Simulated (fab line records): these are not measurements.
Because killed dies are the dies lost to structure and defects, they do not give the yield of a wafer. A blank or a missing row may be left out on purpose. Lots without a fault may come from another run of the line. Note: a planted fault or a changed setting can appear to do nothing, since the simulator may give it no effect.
A struck lot beside a sound one | flow berkeleyCmos170 | 14 steps out of a route of 331
Sound: these wafers, L751.1, L751.4, L751.6. Struck: wafers L744.1, L744.5, L744.6. The cause is given at the end.
Per side, at each step with rows, come the tool, then ch with its chambers, and then its first start. Under that, the readings that differ: sound wafers | struck wafers | difference of the means | sigmas: that difference in standard deviations of wafers without a fault.
alike: readings with means less than 2 such deviations apart, plus words and numbers identical on both sides. not compared: withheld readings, readings lacking a value on some wafer, bounds such as >300 that could conceal the same value, and numbers that have no deviation in the record and whose values overlap.
Wherever a step has rows on one side only, a row that says differs or no value, or a row with sigmas, the two part there. Numbers that don't overlap but have no deviation are shown without sigmas and don't part them. Lack of a reading on every wafer of one side parts them only where that side has two or more wafers.

UCB170_M3_SPUTTER_01: material Al, target thk 900 nm, time 120 s.
  sound on pvdSputter-04 at day 11 12:06; struck on pvdSputter-04 at day 9 12:36
  alike: chamberPressurePa, throttleValvePct
UCB170_M3_RS_MEAS_02: uses a four-point probe to measure.
  sound on filmMetro-04 at day 11 12:11; struck on filmMetro-04 at day 9 12:41
  alike: M3_AL_RS
UCB170_M3_THK_MEAS_03: measures by xrf.
  sound on filmMetro-04 at day 11 12:18; struck on filmMetro-04 at day 9 12:49
  alike: M3_AL_THK
then, 3 steps without rows for these wafers: UCB170_M3_HMDS_04 (prime time 60 s); UCB170_M3_COAT_05 (resist thk 900 nm); UCB170_M3_SOFTBAKE_06 (time 60 s).
UCB170_M3_STRIP_07: strips in O2.
  sound on plasmaAsher-04 ch 0,1, day 11 12:52; struck on plasmaAsher-03 ch 0,1, day 9 13:53
  alike: drypumpMotorCurrentA, o2FlowSccm, oesProductAu, stripTimeToEndpointS
  not compared: rfHoursCounterH
then, 5 steps without rows for these wafers: UCB170_M3_STRIP_08 (strips KrF in DMSO, time 600 s); UCB170_M3_COAT_09; UCB170_M3_COAT_10 (resist thk 900 nm); UCB170_M3_SOFTBAKE_11 (time 60 s); UCB170_M3_EXPOSE_12 (exposes mask METAL3, target cd 700 nm).
UCB170_M3_PEB_13:
  struck on lithoTrack-01, day 9 14:51; sound on lithoTrack-04 ch 0, day 11 14:08
  no value came back on the struck wafers for chillPlateTempC (C), exhaustPa (Pa); on the sound wafers chillPlateTempC (C) reads 22.78 22.79 22.80
then, 1 step without rows for these wafers: UCB170_M3_DEVELOP_14 (develop time 45 s).

## WHERE THEY PART
At UCB170_M3_PEB_13 and nowhere else, as far as this record goes.

WHY: what had been put in by the simulator
Step skipped in full: lithoTrack-01, at UCB170_M3_PEB_13, from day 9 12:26 onward. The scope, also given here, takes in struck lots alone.
